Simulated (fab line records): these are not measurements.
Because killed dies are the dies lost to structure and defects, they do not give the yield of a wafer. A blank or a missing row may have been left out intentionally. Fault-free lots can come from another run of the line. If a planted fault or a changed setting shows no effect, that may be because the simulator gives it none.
One fault through the eyes of 2 desks || flow berkeley-cmos170 || numbers are kept per desk, each desk with only its own; the story behind them comes last

METROLOGY DESK
Means of the sampled wafers that have a number, per lot and without regard to the tool the lot ran on: this is what the gauges read. A lot is out of limits, marked OUT, if its mean lies more than 4 standard deviations from the usual mean; the brackets give that distance.
Columns: A = GATE_OXIDE_THK at UCB170_GATE_THK_MEAS_02, usual 6.94 nm; B = cd-nm at UCB170_GATE_CD_MEAS_12, usual 350.5 nm; C = PLDD_TW at UCB170_PLDD_TW_MEAS_11, usual 1010; D = SPACER_TEOS_THK at UCB170_SPACER_THK_MEAS_01, usual 376 nm
{"lot": "L841", "first seen here": "day 6 07:56", "A": 6.95, "B": 349.6, "C": 1006, "D": 374}
{"lot": "L844", "first seen here": "day 6 13:17", "A": 6.95, "B": 350.2, "C": 1024, "D": 371}
{"lot": "L843", "first seen here": "day 6 13:17", "A": 6.96, "B": 349.6, "C": 1001, "D": 381}
{"lot": "L847", "first seen here": "day 6 19:22", "A": 6.83, "B": 352.0, "C": 999, "D": 382}
{"lot": "L846", "first seen here": "day 6 19:23", "A": 6.68, "B": 351.1, "C": 1013, "D": 382}
{"lot": "L848", "first seen here": "day 7 09:03", "A": 6.62, "B": 351.4, "C": 1010, "D": 369}
{"lot": "L849", "first seen here": "day 7 16:51", "A": 6.96, "B": 348.9, "C": 1011, "D": 370}
{"lot": "L850", "first seen here": "day 7 16:52", "A": 6.82, "B": 350.6, "C": 1008, "D": 377}
{"lot": "L851", "first seen here": "day 8 16:51", "A": 7.00, "B": 351.3, "C": 1011, "D": 377}
{"lot": "L854", "first seen here": "day 8 16:51", "A": 7.14, "B": 349.3, "C": 1013, "D": 379}
{"lot": "L856", "first seen here": "day 8 16:55", "A": 7.23, "B": 353.1, "C": 1011, "D": 368}
{"lot": "L858", "first seen here": "day 9 10:35", "A": 6.70, "B": 350.0, "C": 1011, "D": 379}
{"lot": "L860", "first seen here": "day 9 23:06", "A": 6.87, "B": 349.3, "C": 1016, "D": 379}
Result from this desk: across the 13 lots, nothing is out of limits.

TOOL OWNER'S DESK, pecvd-01
The tool's own readings at UCB170_SPACER_CVD_00 (deposits SiO2 from TEOS/O2, target thk 376 nm, time 47 s): means of the sampled wafers that have a number, for each lot that ran on this tool. A lot is out of limits, marked OUT, if its mean lies more than 4 standard deviations from the usual mean; the brackets give that distance.
Columns: A = heater-power-w at UCB170_SPACER_CVD_00, usual 271 W; B = rf-fwd-power-W at UCB170_SPACER_CVD_00, usual 543.1 W
{"lot": "L843", "first seen here": "day 7 03:17", "A": 242, "B": 541.7}
{"lot": "L846", "first seen here": "day 7 06:19", "A": 212, "B": 541.4}
{"lot": "L856", "first seen here": "day 9 10:01", "A": 270, "B": 545.4}
Result from this desk: across the 3 lots, nothing is out of limits.

TAKEN TOGETHER
From the metrology desk's view, nothing was out of limits.
The desk of the tool owner found nothing out of limits.

WHAT HAD BEEN PUT IN BY THE SIMULATOR
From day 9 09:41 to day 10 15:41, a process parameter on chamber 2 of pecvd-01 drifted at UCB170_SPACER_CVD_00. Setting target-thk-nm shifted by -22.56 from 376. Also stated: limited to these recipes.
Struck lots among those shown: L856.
